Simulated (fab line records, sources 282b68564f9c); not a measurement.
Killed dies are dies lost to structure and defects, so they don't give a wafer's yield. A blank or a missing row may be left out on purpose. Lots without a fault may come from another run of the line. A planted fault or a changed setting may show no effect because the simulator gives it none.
fab line records | flow rit_cmos
record lots=6 wafers=18 last_day=7
route steps=202 shown NRETRO@60 PRETRO@64 GATE@75 M1@202
lots that met no fault: from a run of the same line without faults
start_h: hours from the record's first day to the start of the lot's first wafer shown | wait_h: hours since the lot's step before | " the same as in the row above | L1.1+2: a row that stands for several wafers | - no value, or no start given | * or withheld: withheld | < > ~ a bound
route shown NAME@n: a module of which the file shows steps, and the number in the route of the first | usual: mean/standard deviation of fault-free wafers | same: alike in all rows | chamber/n: place in a boat | sites: the reading at each site | _std_site: their standard deviation | _edge_site: outer sites' mean less inner sites' | radius_mm: how far each site lies from the wafer's centre | mask NAME#n: copy n | behind: the tool/chamber that last shaped the wafer | hold: why the lot was held/for how many hours/how that ended | device: the transistor (n, p or np) that didn't switch | end of line: the same wafers' tests at the end of the route | a step without rows: its recipe alone | killed: dies lost to structure and defects at the first sort, not the wafer's yield | map: a wafer's dies, x killed, . not, _ none there
set.NAME: the setting as run; set.NAME@STEP: as run at that earlier step | model.NAME: the simulator's own value behind a step, which no gauge read
lots at some steps of the route; a table a step, a row a wafer
services: from which hour (start_h, from the record's first day; less than 0 if before it) a tool's chamber was out of use, for how many hours, and why
## steps
# step RIT_NRETRO_HARDBAKE_07
# recipe resist=NOVOLAK temp_c=140 time_s=120
# step RIT_NRETRO_IMPLANT_08
# recipe species=P energy_kev=70 dose_cm2=1e+13 tilt_deg=7
# step RIT_NRETRO_STRIP_09
# recipe chemistry=O2 time_s=180 resist=NOVOLAK platen_temp_c=withheld power_w=500 pressure_mtorr=4000 o2_flow_sccm=4000
# usual drypump_motor_current_A=5.3/0.48
# columns lot.wafer tool chamber start_h wait_h drypump_motor_current_A rf_hours_counter_h
L303.2 plasma_asher-03 1 41.37 0.1 5.9 38
L303.3 " 0 " " 4.7 -
L303.6 " 1 " " 5.9 -
L309.1 plasma_asher-03 0 70.52 0.1 4.7 41
L309.2 " 1 " " 5.9 41
L309.6 " 0 " " 4.7 -
L310.2 plasma_asher-02 1 75.58 0.1 4.7 28
L310.3 " 0 " " 5.7 -
L310.4 " 1 " " 4.7 -
L315.1 plasma_asher-01 1 102.17 0.1 5.5 46
L315.2 " 0 " " 5.3 46
L315.3 " 0 " " 5.3 -
L317.2 plasma_asher-03 1 110.96 0.1 5.9 45
L317.5 " 0 " " 4.7 -
L317.6 " 1 " " 5.9 -
L324.1 plasma_asher-03 0 145.71 0.1 4.7 50
L324.2 " 1 " " 5.8 50
L324.3 " 0 " " 4.7 -
# step RIT_NRETRO_TW_MEAS_10
# usual NRETRO_TW=1045/6.2
# columns lot.wafer tool chamber start_h wait_h NRETRO_TW
L303.2 film_metro-04 - 41.55 0.1 1041
L303.3 " - " " 1043
L303.6 " - " " 1042
L309.1 film_metro-02 - 70.69 0.1 1049
L309.2 " - " " 1049
L309.6 " - " " 1041
L310.2 film_metro-02 - 75.77 0.1 1050
L310.3 " - " " 1052
L310.4 " - " " 1053
L315.1 film_metro-04 - 102.35 0.1 1054
L315.2 " - " " 1052
L315.3 " - " " 1046
L317.2 film_metro-01 - 111.14 0.1 1051
L317.5 " - " " 1048
L317.6 " - " " 1053
L324.1 film_metro-01 - 145.89 0.1 1047
L324.2 " - " " 1045
L324.3 " - " " 1045
# step RIT_PRETRO_HMDS_00
# recipe prime_time_s=60 prime_temp_c=140
# step RIT_PRETRO_COAT_01
# recipe resist=NOVOLAK spin_rpm=2000 resist_thk_nm=1300
# step RIT_PRETRO_SOFTBAKE_02
# recipe resist=NOVOLAK temp_c=90 time_s=60
# step RIT_PRETRO_EXPOSE_03
# recipe mask_id=M5 na=0.57 target_cd_nm=43700 dose_mj=250
# step RIT_PRETRO_PEB_04
# recipe resist=NOVOLAK temp_c=withheld time_s=withheld
# step RIT_PRETRO_DEVELOP_05
# recipe resist=NOVOLAK develop_time_s=68 dev_temp_c=23
# step RIT_PRETRO_OVL_MEAS_06
# usual PRETRO_OVL=1.0/1.4
# columns lot.wafer tool chamber start_h wait_h PRETRO_OVL[nm]
L303.2 overlay-02 - 42.54 - 2.7
L303.3 " - " " 1.8
L303.6 " - " " 1.2
L309.1 overlay-01 - 71.76 - -0.1
L309.2 " - " " -1.7
L309.6 " - " " -0.7
L310.2 overlay-02 - 76.71 - 0.2
L310.3 " - " " 2.0
L310.4 " - " " 0.5
L315.1 overlay-01 - 103.41 - 1.5
L315.2 " - " " 3.5
L315.3 " - " " 2.1
L317.2 overlay-01 - 112.38 - 3.7
L317.5 " - " " 2.1
L317.6 " - " " 1.7
L324.1 overlay-01 - 146.83 - -0.4
L324.2 " - " " 0.4
L324.3 " - " " 0.1
# step RIT_PRETRO_HARDBAKE_07
# recipe resist=NOVOLAK temp_c=140 time_s=120
# step RIT_PRETRO_IMPLANT_08
# recipe species=B energy_kev=45 dose_cm2=1.2e+13 tilt_deg=7
# usual dose_ions_cm2=1.1998e+13/1.4e+10 faraday_current_uA=38.3/0.75
# columns lot.wafer tool chamber start_h wait_h dose_ions_cm2 faraday_current_uA
L303.2 implanter-02 0 42.85 0.2 1.1983e+13 38.0
L303.3 " 0 " " 1.2022e+13 40.2
L303.6 " 0 " " 1.2002e+13 38.8
L309.1 implanter-02 0 72.04 0.2 8.055e+12 26.3
L309.2 " 0 " " 8.056e+12 25.1
L309.6 " 0 " " 8.069e+12 25.6
L310.2 implanter-02 0 77.06 0.2 8.029e+12 26.4
L310.3 " 0 " " 8.044e+12 26.1
L310.4 " 0 " " 8.034e+12 24.9
L315.1 implanter-04 0 103.70 0.2 1.1983e+13 36.0
L315.2 " 0 " " 1.1987e+13 38.5
L315.3 " 0 " " 1.2002e+13 38.4
L317.2 implanter-04 0 112.69 0.2 1.198e+13 38.5
L317.5 " 0 " " 1.1989e+13 39.0
L317.6 " 0 " " 1.2003e+13 37.8
L324.1 implanter-01 0 147.12 0.2 1.2025e+13 39.6
L324.2 " 0 " " 1.2025e+13 37.4
L324.3 " 0 " " 1.2009e+13 39.2
# step RIT_PRETRO_STRIP_09
# recipe chemistry=O2 time_s=180 resist=NOVOLAK platen_temp_c=withheld power_w=500 pressure_mtorr=4000 o2_flow_sccm=4000
# usual drypump_motor_current_A=5.4/0.34
# columns lot.wafer tool chamber start_h wait_h drypump_motor_current_A rf_hours_counter_h
L303.2 plasma_asher-02 1 42.97 0.1 4.7 25
L303.3 " 1 " " 4.7 -
L303.6 " 0 " " 5.7 -
L309.1 plasma_asher-04 0 72.19 0.1 5.9 44
L309.2 " 1 " " 5.4 44
L309.6 " 1 " " 5.3 -
L310.2 plasma_asher-01 1 77.19 0.1 5.5 44
L310.3 " 0 " " 5.3 -
L310.4 " 1 " " 5.5 -
L315.1 plasma_asher-01 1 103.85 0.1 5.5 46
L315.2 " 0 " " 5.3 46
L315.3 " 0 " " 5.3 -
L317.2 plasma_asher-01 0 112.81 0.1 5.3 47
L317.5 " 1 " " 5.5 -
L317.6 " 0 " " 5.3 -
L324.1 plasma_asher-01 0 147.27 0.1 5.3 51
L324.2 " 1 " " 5.5 51
L324.3 " 0 " " 5.3 -
# step RIT_PRETRO_TW_MEAS_10
# usual PRETRO_TW=473.8/2.6
# columns lot.wafer tool chamber start_h wait_h PRETRO_TW
L303.2 film_metro-04 - 43.16 0.1 472.0
L303.3 " - " " 471.6
L303.6 " - " " 473.2
L309.1 film_metro-03 - 72.37 0.1 422.9
L309.2 " - " " 420.3
L309.6 " - " " 423.2
L310.2 film_metro-03 - 77.37 0.1 421.8
L310.3 " - " " 420.3
L310.4 " - " " 419.9
L315.1 film_metro-03 - 104.02 0.1 473.6
L315.2 " - " " 471.8
L315.3 " - " " 472.1
L317.2 film_metro-03 - 113.00 0.1 472.0
L317.5 " - " " 473.0
L317.6 " - " " 473.6
L324.1 film_metro-03 - 147.44 0.1 473.1
L324.2 " - " " 470.5
L324.3 " - " " 470.1
# step RIT_GATE_WET_ETCH_00
# recipe chemistry=BOE target=SiO2 target_depth_nm=56 time_s=60 dry=n2_spin dilution=10:1 temp_c=21.5
# step RIT_M1_PROBE_99
# usual killed_at_M0_to_M3=0.0/0.22 killed_at_contacts=0.0/0.18 killed_at_front_end=7/3.1 killed_dies=7/3.1 killed_open=3.2/2.1 killed_short=3.4/2
# same gross_dies=264 killed_at_M4_up=0 killed_at_back_side=0 killed_at_other=0
# columns lot.wafer tool chamber start_h wait_h killed_at_M0_to_M3 killed_at_contacts killed_at_front_end killed_dies killed_open killed_short model.etest.nmos_0p3.r_on_ohm_um model.etest.nmos_0p15.r_on_ohm_um model.etest.nmos_turned.drive_ua_um model.etest.nmos_0p15.drive_ua_um model.etest.nmos_0p3.drive_ua_um model.etest.nmos_narrow.drive_ua_um model.etest.nmos_0p15.off_log10_a_um model.etest.retro_edge_nmos.off_log10_a_um
L303.2 prober-02 - 68.31 0.1 0 1 4 5 2 3 2220 1157 325.2 453.3 215.3 216.2 -10.43 -10.23
L303.3 prober-02 - 68.36 0.2 0 0 8 8 4 4 2194 1150 325.7 455.6 216.5 219.8 -10.21 -10.02
L303.6 prober-02 - 68.51 0.2 0 0 5 5 1 4 2172 1093 336.3 475.8 219.8 222 -9.94 -9.879
L309.1 prober-02 - 98.67 0.1 0 0 3 3 1 2 2015 1058 382.5 511.5 248.7 247.8 -8.992 -8.963
L309.2 prober-02 - 98.72 0.1 0 0 4 4 2 2 2041 1089 379.1 508.1 249.6 246.7 -8.827 -8.786
L309.6 prober-02 - 98.92 0.2 0 0 8 8 4 4 2034 1073 382.6 511.4 246 248.3 -8.871 -8.665
L310.2 prober-01 - 107.70 0.1 1 0 4 5 2 3 2066 1117 349.4 486.7 244.9 237.2 -9.48 -9.379
L310.3 prober-01 - 107.75 0.2 0 0 10 10 7 3 2096 1164 342.8 480 248.5 242.1 -9.584 -9.419
L310.4 prober-01 - 107.80 0.2 0 0 16 16 8 8 2086 1144 347.1 481 243.7 233.9 -9.542 -9.686
L315.1 prober-01 - 129.35 0.1 0 0 2 2 2 0 2196 1166 310.9 448.5 220.9 224.6 -10.57 -10.44
L315.2 prober-01 - 129.40 0.1 0 0 6 6 2 4 2234 1173 304 435.3 212.8 217.7 -10.82 -10.54
L315.3 prober-01 - 129.45 0.2 0 0 6 6 3 3 2227 1190 307.4 443.8 214 215.9 -10.55 -10.45
L317.2 prober-02 - 138.85 0.1 0 0 7 7 4 3 2177 1134 319.6 456.1 219.8 218.1 -10.39 -10.24
L317.5 prober-02 - 139.00 0.2 0 0 5 5 4 1 2149 1123 332.1 475.5 225.7 225.9 -9.917 -9.799
L317.6 prober-02 - 139.05 0.2 0 0 10 10 6 4 2176 1138 331.3 462.9 224.7 225.4 -10.18 -10.03
L324.1 prober-02 - 173.02 0.1 0 0 4 4 2 2 2145 1139 316.2 470.2 229.5 229 -10.3 -10.2
L324.2 prober-02 - 173.07 0.1 0 0 9 9 6 3 2150 1134 322.5 466.7 228.9 229.6 -10.12 -9.931
L324.3 prober-02 - 173.12 0.2 0 0 7 7 3 4 2124 1119 338.1 478.6 232.7 236.3 -9.956 -9.888
# killed by level:class
L303.2 FOX2:geometric_particle:short=2 GATE:geometric_particle:short=1 SPACER:geometric_particle:open=1 CONTACT:geometric_particle:open=1
L303.3 FOX1:geometric_particle:open=2 FOX1:geometric_particle:short=1 GATE:geometric_particle:short=1 REOX:geometric_particle:open=1 REOX:geometric_particle:short=1 SPACER:geometric_particle:open=1 SILICIDE:geometric_particle:short=1
L303.6 GATE:geometric_particle:open=1 GATE:geometric_particle:short=1 REOX:geometric_particle:short=1 SPACER:geometric_particle:short=1 SILICIDE:geometric_particle:short=1
L309.1 ACTIVE:geometric_particle:short=1 REOX:geometric_particle:open=1 REOX:geometric_particle:short=1
L309.2 GATE:geometric_particle:short=2 FOX1:geometric_particle:open=1 REOX:geometric_particle:open=1
L309.6 FOX1:geometric_particle:short=2 FOX2:geometric_particle:open=1 FOX2:geometric_particle:short=1 GATE:geometric_particle:open=1 REOX:geometric_particle:short=1 REOX:geometric_particle:open=1 SILICIDE:geometric_particle:open=1
L310.2 FOX1:geometric_particle:open=1 GATE:geometric_particle:short=1 REOX:geometric_particle:short=1 REOX:geometric_particle:open=1 M1:geometric_particle:short=1
L310.3 GATE:geometric_particle:open=4 FOX1:geometric_particle:open=3 FOX1:geometric_particle:short=1 GATE:geometric_particle:short=1 SILICIDE:geometric_particle:short=1
L310.4 GATE:geometric_particle:short=5 GATE:geometric_particle:open=5 REOX:geometric_particle:short=2 FOX2:geometric_particle:open=1 REOX:geometric_particle:open=1 SPACER:geometric_particle:short=1 SILICIDE:geometric_particle:open=1
L315.1 GATE:geometric_particle:open=1 SPACER:geometric_particle:open=1
L315.2 GATE:geometric_particle:open=2 GATE:geometric_particle:short=2 REOX:geometric_particle:short=1 SILICIDE:geometric_particle:short=1
L315.3 GATE:geometric_particle:open=2 GATE:geometric_particle:short=2 REOX:geometric_particle:short=1 SILICIDE:geometric_particle:open=1
L317.2 FOX2:geometric_particle:open=2 SILICIDE:geometric_particle:short=2 GATE:geometric_particle:short=1 SPACER:geometric_particle:open=1 SILICIDE:geometric_particle:open=1
L317.5 GATE:geometric_particle:open=3 FOX1:geometric_particle:short=1 SILICIDE:geometric_particle:open=1
L317.6 GATE:geometric_particle:open=4 GATE:geometric_particle:short=3 SPACER:geometric_particle:open=2 SPACER:geometric_particle:short=1
L324.1 GATE:geometric_particle:open=2 GATE:geometric_particle:short=1 REOX:geometric_particle:short=1
L324.2 SPACER:geometric_particle:open=2 FOX1:geometric_particle:open=1 FOX2:geometric_particle:open=1 FOX2:geometric_particle:short=1 GATE:geometric_particle:open=1 REOX:geometric_particle:open=1 REOX:geometric_particle:short=1 SPACER:geometric_particle:short=1
L324.3 FOX2:geometric_particle:open=2 GATE:geometric_particle:short=2 FOX2:geometric_particle:short=1 GATE:geometric_particle:open=1 REOX:geometric_particle:short=1
## services
# columns tool chamber start_h hours kind
implanter-04 - 63.58 4.0 pm
implanter-04 - 81.70 2.1 repair
implanter-01 - 83.40 6.1 repair
implanter-02 - 102.93 2.7 repair
plasma_asher-04 - 108.75 9.0 pm
plasma_asher-04 0 108.75 9.0 vent_cycle
plasma_asher-04 1 108.75 9.0 vent_cycle
plasma_asher-02 - 112.24 1.4 repair
plasma_asher-04 0 117.75 - clean
plasma_asher-04 1 117.75 - clean
plasma_asher-02 - 136.57 2.0 repair
implanter-02 - 138.28 5.8 repair
implanter-04 - 146.54 4.0 repair
## key
first_sign step=RIT_PRETRO_IMPLANT_08 reading=dose_ions_cm2 direction=down sigmas=99+ usual=1.1998e+13 struck=8.048e+12
effect step=RIT_PRETRO_IMPLANT_08 reading=faraday_current_uA direction=down sigmas=17 usual=38.3 struck=25.7
effect step=RIT_PRETRO_TW_MEAS_10 reading=PRETRO_TW direction=down sigmas=20 usual=473.8 struck=421.4
model_effect step=RIT_M1_PROBE_99 value=etest.nmos_0p3.r_on_ohm_um without=2200 struck=2056
met_at RIT_PRETRO_IMPLANT_08
struck_wafers L309.1,L309.2,L309.6,L310.2,L310.3,L310.4
tester_left_out L309,L310
onset_between 42.85 72.04
fault kind=process_parameter_drift tool=implanter-02 chamber=- onset_h=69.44 steps=RIT_PRETRO_IMPLANT_08 channel=dose_cm2 offset=-3.96e+12 shape=step end_h=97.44 acts_in=these_recipes_only stated=1.2e+13
# tester_left_out: of these lots the tester's yield and bins aren't shown, on N5 and GAA mostly nor the transistor test; their killed dies are dies lost to structure and defects alone, not to doping, threshold or leakage, so they don't give the yield
